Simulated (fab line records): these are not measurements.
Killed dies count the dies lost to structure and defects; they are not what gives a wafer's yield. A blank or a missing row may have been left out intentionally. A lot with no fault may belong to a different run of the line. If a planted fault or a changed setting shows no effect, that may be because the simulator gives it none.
fab line records	flow berkeleyCmos170
record: lots: 13	wafers: 39	lastDay: 11
route steps=331 shown PWELL@44 ACTIVE@63
lots that met no fault: from a run of the same line without faults
startH: start of the lot's first displayed wafer, in hours after the record's first day	waitH: hours elapsed since this lot's preceding step	" same as the row above	L1.1+2: several wafers, shown together as one row	- value missing, or start not given	* or withheld: withheld	< > ~ a bound
route shown NAME@n: names a module that has steps shown in the file, with the first one's number in the route	usual: mean and standard deviation over wafers with no fault	same: alike in all rows	chamber/n: place in a boat	sites: readings site by site	_std_site: the standard deviation of these	_edge_site: mean of outer sites minus mean of inner sites	radiusMm: how far each site lies from the wafer's centre	mask NAME#n: copy n	behind: the tool/chamber that last shaped the wafer	hold: what put the lot on hold/how long, in hours/how the hold closed	device: the n, p or np transistor that did not switch	end of line: tests run on the same wafers once the route is complete	a step without rows: its recipe alone	killed: not the wafer's yield, but the dies lost to structure and defects at the first sort	map: shows each die of a wafer: x if killed, . if not, _ if none is there
set.NAME: setting as actually run; set.NAME@STEP: the setting as run at that earlier step	model.NAME: the simulator's own value behind a step, which no gauge read
one table for each step of the route and one row for each wafer, over a sample of lots
services: from which hour (startH, from the record's first day; less than 0 if before it) a tool's chamber was out of use, for how many hours, and why
== steps ==
step: UCB170_PWELL_EXPOSE_10
recipe: maskId: PWELL	targetCdNm: 3000	na: 0.5	sigmaOuter: 0.6	sourceShape: conventional	doseMj: 19
same: sigmaOuter: 0.6
lot.wafer	tool	chamber	startH	waitH	mask
L350.2+4+6	krfScanner-01	0	44.40	0.3	PWELL#0
L351.1+4+5	krfScanner-02	0	54.34	0.2	PWELL#0
L352.3+4+5	krfScanner-01	0	62.68	1.4	PWELL#0
L357.2+4+5	krfScanner-02	0	85.19	0.2	NWELL#0
L365.2+3+6	krfScanner-01	0	116.91	0.2	PWELL#0
L366.4+5+6	krfScanner-02	0	125.71	0.1	PWELL#0
L367.3+4+5	krfScanner-01	0	129.64	0.2	PWELL#0
L368.3+4+5	krfScanner-01	0	138.81	0.1	PWELL#0
L369.1+4+5	krfScanner-02	0	143.19	0.2	PWELL#0
L370.2+4+5	krfScanner-01	0	143.45	0.4	PWELL#0
L371.2+4+6	krfScanner-01	0	150.01	0.1	PWELL#0
L372.3+4+6	krfScanner-01	0	152.21	0.1	PWELL#0
L373.1+2+5	krfScanner-02	0	156.59	0.3	PWELL#0
step: UCB170_PWELL_OVL_MEAS_13
usual: PWELL_OVL: -1/6
lot.wafer	tool	chamber	startH	waitH	PWELL_OVL[nm]
L350.2	overlay-02	-	44.95	-	5
L350.4	"	-	"	"	4
L350.6	"	-	"	"	4
L351.1	overlay-01	-	54.77	-	5
L351.4	"	-	"	"	6
L351.5	"	-	"	"	3
L352.3	overlay-01	-	63.10	-	-3
L352.4	"	-	"	"	3
L352.5	"	-	"	"	1
L357.2	overlay-02	-	85.74	-	-
L357.4	"	-	"	"	-
L357.5	"	-	"	"	-
L365.2	overlay-02	-	117.49	-	-1
L365.3	"	-	"	"	-1
L365.6	"	-	"	"	3
L366.4	overlay-01	-	126.72	-	-5
L366.5	"	-	"	"	-9
L366.6	"	-	"	"	-13
L367.3	overlay-01	-	130.00	-	2
L367.4	"	-	"	"	4
L367.5	"	-	"	"	4
L368.3	overlay-02	-	139.18	-	-8
L368.4	"	-	"	"	-1
L368.5	"	-	"	"	4
L369.1	overlay-01	-	143.79	-	-7
L369.4	"	-	"	"	-6
L369.5	"	-	"	"	-2
L370.2	overlay-02	-	143.83	-	1
L370.4	"	-	"	"	1
L370.5	"	-	"	"	1
L371.2	overlay-02	-	150.77	-	-16
L371.4	"	-	"	"	-4
L371.6	"	-	"	"	-14
L372.3	overlay-01	-	152.67	-	2
L372.4	"	-	"	"	2
L372.6	"	-	"	"	1
L373.1	overlay-01	-	157.12	-	-14
L373.2	"	-	"	"	-4
L373.5	"	-	"	"	-9
step: UCB170_PWELL_STRIP_16
recipe: chemistry: O2	powerW: 400	pressureMtorr: 3500	platenTempC: withheld	o2FlowSccm: 400	overashFraction: 0.5
usual: drypumpMotorCurrentA: 5.6/0.53	oesProductAu: 0.721/0.0042	stripTimeToEndpointS: 18.05/0.089
same: overashFraction: 0.5
lot.wafer	tool	chamber	startH	waitH	drypumpMotorCurrentA	oesProductAu	rfHoursCounterH	stripTimeToEndpointS
L350.2	plasmaAsher-03	0	45.23	0.1	6.3	0.721	24	18.08
L350.4	"	0	"	"	6.3	0.726	-	18.20
L350.6	"	0	"	"	6.3	0.718	-	18.06
L351.1	plasmaAsher-02	0	55.05	0.1	6.4	0.711	37	18.03
L351.4	"	1	"	"	4.9	0.725	-	18.08
L351.5	"	1	"	"	4.9	0.727	-	18.06
L352.3	plasmaAsher-02	0	63.40	0.1	6.3	0.726	-	18.11
L352.4	"	1	"	"	4.9	0.726	-	18.17
L352.5	"	0	"	"	6.4	0.721	-	18.12
L357.2	plasmaAsher-02	1	86.02	0.1	4.9	0.726	40	18.19
L357.4	"	1	"	"	5.0	0.716	-	18.17
L357.5	"	1	"	"	4.9	0.723	-	18.14
L365.2	plasmaAsher-03	1	117.77	0.1	5.2	0.713	33	18.00
L365.3	"	0	"	"	6.3	0.721	-	18.11
L365.6	"	1	"	"	5.1	0.726	-	18.03
L366.4	plasmaAsher-04	1	127.02	0.1	5.7	0.729	-	17.88
L366.5	"	0	"	"	5.3	0.724	-	17.90
L366.6	"	1	"	"	5.7	0.717	-	18.00
L367.3	plasmaAsher-04	1	130.31	0.1	5.7	0.720	-	18.30
L367.4	"	0	"	"	5.3	0.727	-	18.13
L367.5	"	1	"	"	5.7	0.723	-	18.22
L368.3	plasmaAsher-04	1	139.48	0.1	5.7	0.714	-	17.89
L368.4	"	0	"	"	5.3	0.725	-	17.89
L368.5	"	1	"	"	5.7	0.722	-	17.87
L369.1	plasmaAsher-03	0	144.08	0.1	6.3	0.721	37	18.14
L369.4	"	0	"	"	6.3	0.716	-	18.07
L369.5	"	0	"	"	6.3	0.721	-	18.12
L370.2	plasmaAsher-02	1	144.11	0.1	5.0	0.719	50	18.10
L370.4	"	1	"	"	4.9	0.715	-	18.04
L370.5	"	0	"	"	6.3	0.725	-	18.09
L371.2	plasmaAsher-02	0	151.05	0.1	6.4	0.714	51	18.01
L371.4	"	1	"	"	5.0	0.718	-	18.08
L371.6	"	1	"	"	5.0	0.725	-	18.03
L372.3	plasmaAsher-04	1	152.98	0.1	5.7	0.726	-	17.96
L372.4	"	0	"	"	5.4	0.720	-	17.99
L372.6	"	1	"	"	5.7	0.717	-	17.95
L373.1	plasmaAsher-02	1	157.40	0.1	4.9	0.722	52	17.88
L373.2	"	0	"	"	6.4	0.723	52	17.95
L373.5	"	0	"	"	6.4	0.715	-	17.96
step: UCB170_PWELL_TW_MEAS_17
usual: PWELL_TW: 377/4.3
lot.wafer	tool	chamber	startH	waitH	PWELL_TW
L350.2	filmMetro-02	-	45.34	0.1	382
L350.4	"	-	"	"	381
L350.6	"	-	"	"	382
L351.1	filmMetro-01	-	55.15	0.1	373
L351.4	"	-	"	"	374
L351.5	"	-	"	"	373
L352.3	filmMetro-04	-	63.49	0.1	381
L352.4	"	-	"	"	381
L352.5	"	-	"	"	382
L357.2	filmMetro-01	-	86.13	0.1	29
L357.4	"	-	"	"	29
L357.5	"	-	"	"	29
L365.2	filmMetro-02	-	117.88	0.1	381
L365.3	"	-	"	"	378
L365.6	"	-	"	"	380
L366.4	filmMetro-04	-	127.12	0.1	381
L366.5	"	-	"	"	379
L366.6	"	-	"	"	381
L367.3	filmMetro-02	-	130.40	0.1	380
L367.4	"	-	"	"	377
L367.5	"	-	"	"	380
L368.3	filmMetro-01	-	139.57	0.1	370
L368.4	"	-	"	"	372
L368.5	"	-	"	"	373
L369.1	filmMetro-01	-	144.18	0.1	372
L369.4	"	-	"	"	371
L369.5	"	-	"	"	371
L370.2	filmMetro-04	-	144.22	0.1	381
L370.4	"	-	"	"	379
L370.5	"	-	"	"	380
L371.2	filmMetro-02	-	151.16	0.1	380
L371.4	"	-	"	"	380
L371.6	"	-	"	"	380
L372.3	filmMetro-01	-	153.07	0.1	373
L372.4	"	-	"	"	373
L372.6	"	-	"	"	375
L373.1	filmMetro-04	-	157.50	0.1	380
L373.2	"	-	"	"	380
L373.5	"	-	"	"	381
step: UCB170_ACTIVE_THK_MEAS_03
recipe: reads: SiO2_of_ACTIVE_OXIDATION_02
usual: ACTIVE_OXIDE_THK: 26.5/0.51
lot.wafer	tool	chamber	startH	waitH	ACTIVE_OXIDE_THK[nm]
L350.2	filmMetro-04	-	65.80	0.0	26.7
L350.4	"	-	"	"	27.0
L350.6	"	-	"	"	27.2
L351.1	filmMetro-04	-	74.48	0.0	26.6
L351.4	"	-	"	"	26.8
L351.5	"	-	"	"	26.8
L352.3	filmMetro-03	-	87.81	0.0	26.6
L352.4	"	-	"	"	26.7
L352.5	"	-	"	"	26.3
L365.2	filmMetro-03	-	137.90	0.0	26.8
L365.3	"	-	"	"	27.2
L365.6	"	-	"	"	26.5
L366.4	filmMetro-04	-	148.10	0.0	26.9
L366.5	"	-	"	"	26.2
L366.6	"	-	"	"	26.6
L367.3	filmMetro-02	-	148.13	0.1	25.9
L367.4	"	-	"	"	26.4
L367.5	"	-	"	"	26.5
L368.3	filmMetro-02	-	158.10	0.0	26.9
L368.4	"	-	"	"	27.2
L368.5	"	-	"	"	27.1
L369.1	filmMetro-02	-	166.09	0.0	26.0
L369.4	"	-	"	"	26.1
L369.5	"	-	"	"	26.1
L370.2	filmMetro-03	-	166.10	0.0	26.1
L370.4	"	-	"	"	26.5
L370.5	"	-	"	"	26.5
L371.2	filmMetro-02	-	170.45	0.0	25.4
L371.4	"	-	"	"	25.6
L371.6	"	-	"	"	25.6
L373.1	filmMetro-04	-	175.42	0.0	25.4
L373.2	"	-	"	"	26.0
L373.5	"	-	"	"	25.7
L372.3	filmMetro-02	-	175.44	0.0	25.4
L372.4	"	-	"	"	25.3
L372.6	"	-	"	"	25.5
step: UCB170_ACTIVE_CD_MEAS_13
recipe: targetCdNm: 1200
usual: cdNm: 1199.8/1.4
lot.wafer	tool	chamber	startH	waitH	cdNm
L350.2	cdSem-01	-	72.85	-	1198.8
L350.4	"	-	"	"	1199.8
L350.6	"	-	"	"	1198.6
L351.1	cdSem-02	-	83.22	-	1197.5
L351.4	"	-	"	"	1197.5
L351.5	"	-	"	"	1197.9
L352.3	cdSem-02	-	94.21	-	1198.5
L352.4	"	-	"	"	1198.0
L352.5	"	-	"	"	1199.6
L365.2	cdSem-01	-	146.25	-	1202.0
L365.3	"	-	"	"	1203.5
L365.6	"	-	"	"	1203.2
L366.4	cdSem-02	-	153.61	-	1198.6
L366.5	"	-	"	"	1198.2
L366.6	"	-	"	"	1198.9
L367.3	cdSem-01	-	153.86	-	1200.0
L367.4	"	-	"	"	1199.1
L367.5	"	-	"	"	1200.3
L368.3	cdSem-01	-	165.88	-	1198.8
L368.4	"	-	"	"	1199.6
L368.5	"	-	"	"	1198.4
L369.1	cdSem-01	-	174.79	-	1199.4
L369.4	"	-	"	"	1200.3
L369.5	"	-	"	"	1198.9
L370.2	cdSem-02	-	174.85	-	1199.7
L370.4	"	-	"	"	1199.6
L370.5	"	-	"	"	1199.4
L371.2	cdSem-02	-	179.95	-	1199.4
L371.4	"	-	"	"	1199.0
L371.6	"	-	"	"	1199.0
L373.1	cdSem-01	-	183.99	-	1199.1
L373.2	"	-	"	"	1200.3
L373.5	"	-	"	"	1200.0
L372.3	cdSem-02	-	184.17	-	1200.7
L372.4	"	-	"	"	1201.1
L372.6	"	-	"	"	1201.1
== services ==
tool	chamber	startH	hours	kind
krfScanner-01	-	20.93	1.0	pm
plasmaAsher-02	-	30.15	1.5	repair
krfScanner-01	0	48.46	-	calibration
krfScanner-01	-	60.64	1.3	pm
krfScanner-02	-	60.98	1.8	repair
krfScanner-02	0	64.88	-	calibration
krfScanner-02	-	71.10	8.7	repair
krfScanner-02	-	79.77	1.0	pm
krfScanner-01	-	88.05	0.5	repair
plasmaAsher-04	-	106.81	3.8	repair
plasmaAsher-04	-	110.62	9.0	pm
plasmaAsher-04	0	110.62	9.0	ventCycle
plasmaAsher-04	1	110.62	9.0	ventCycle
krfScanner-02	-	116.47	4.0	pm
plasmaAsher-04	0	119.62	-	clean
plasmaAsher-04	1	119.62	-	clean
krfScanner-02	-	141.03	1.3	pm
plasmaAsher-03	-	149.72	6.0	repair
krfScanner-02	-	151.85	0.8	pm
krfScanner-01	-	155.25	4.4	pm
== key ==
firstSign: step: UCB170_PWELL_EXPOSE_10	reading: mask	direction: changed
effect: step: UCB170_PWELL_OVL_MEAS_13	reading: PWELL_OVL	direction: missing
effect: step: UCB170_PWELL_TW_MEAS_17	reading: PWELL_TW	direction: down	sigmas: 82	usual: 377	struck: 29
metAt UCB170_PWELL_EXPOSE_10
struckLots L357
laterRowsLeftOut L357.2,L357.4,L357.5
sortLeftOut L357.2,L357.4,L357.5
testerLeftOut L357
notActingAt UCB170_PWELL_STRIP_16,UCB170_ACTIVE_THK_MEAS_03,UCB170_ACTIVE_CD_MEAS_13
onsetBetween 54.34 85.19
fault: kind: wrongMask	tool: any	chamber: -	onsetH: 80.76	steps: UCB170_PWELL_EXPOSE_10	auxCopy: NWELL#0	scope: struckLotsOnly
testerLeftOut: of these lots the tester's yield and bins aren't shown, on N5 and GAA mostly nor the transistor test; their killed dies are dies lost to structure and defects alone, not to doping, threshold or leakage, so they don't give the yield
sortLeftOut: the simulated sort isn't trusted on such a fault, so these wafers' sort isn't shown, and their yield isn't known
laterRowsLeftOut: the simulator's readings of these wafers behind a module that went badly wrong aren't trusted and aren't shown, but for the sort
